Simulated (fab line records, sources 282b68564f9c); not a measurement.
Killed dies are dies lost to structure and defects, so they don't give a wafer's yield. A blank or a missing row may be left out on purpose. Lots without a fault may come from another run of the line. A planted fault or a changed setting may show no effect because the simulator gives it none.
One fault seen from 2 desks | flow rit_cmos | each desk has only its own numbers; what lay behind them comes last

THE TOOL OWNER'S DESK: plasma_asher-01
The tool's own readings at RIT_ACTIVE_STRIP_14 (strips in O2, time 180 s): means of the sampled wafers that have a number, for each lot that ran on this tool. A lot is out of limits, marked OUT, if its mean lies more than 4 standard deviations from the usual mean; the brackets give that distance.
Columns: A = chamber_pressure_mTorr at RIT_ACTIVE_STRIP_14, usual 4000 mTorr; B = drypump_motor_current_A at RIT_ACTIVE_STRIP_14, usual 5.8 A
lot  | first seen here | A    | B
L842 | day 3 11:50     | 3999 | 6.1
This desk's finding: nothing out of limits on the one lot.

THE METROLOGY DESK
What the gauges read, lot by lot, whatever tool the lot ran on: means of the sampled wafers that have a number. A lot is out of limits, marked OUT, if its mean lies more than 4 standard deviations from the usual mean; the brackets give that distance.
Columns: A = ACTIVE_OXIDE_THK at RIT_ACTIVE_THK_MEAS_02, usual 46.9 nm; B = ACTIVE_NITRIDE_THK at RIT_ACTIVE_THK_MEAS_04, usual 149.9 nm; C = cd_nm at RIT_ACTIVE_CD_MEAS_11, usual 1399.9 nm; D = cd_nm at RIT_ACTIVE_CD_MEAS_90, usual 1399.9 nm
lot  | first seen here | A    | B     | C      | D
L841 | day 3 04:04     | 47.0 | 148.2 | 1396.7 | 1396.8
L842 | day 3 09:03     | 48.6 | 149.4 | 1399.5 | 1399.3
L851 | day 5 06:31     | 46.7 | 150.3 | 1398.7 | 1398.4
L852 | day 5 11:15     | 46.8 | 150.7 | 1401.9 | 1401.5
L853 | day 5 17:46     | 49.5 | 150.0 | 1397.0 | 1397.1
L854 | day 5 22:11     | 46.8 | 149.6 | 1399.1 | 1399.6
L855 | day 6 03:02     | 47.1 | 150.3 | 1401.7 | 1401.7
This desk's finding: nothing out of limits on any of the 7 lots.

PUT TOGETHER
The tool owner's desk saw nothing out of limits.
The metrology desk saw nothing out of limits.

WHAT THE SIMULATOR HAD PUT IN
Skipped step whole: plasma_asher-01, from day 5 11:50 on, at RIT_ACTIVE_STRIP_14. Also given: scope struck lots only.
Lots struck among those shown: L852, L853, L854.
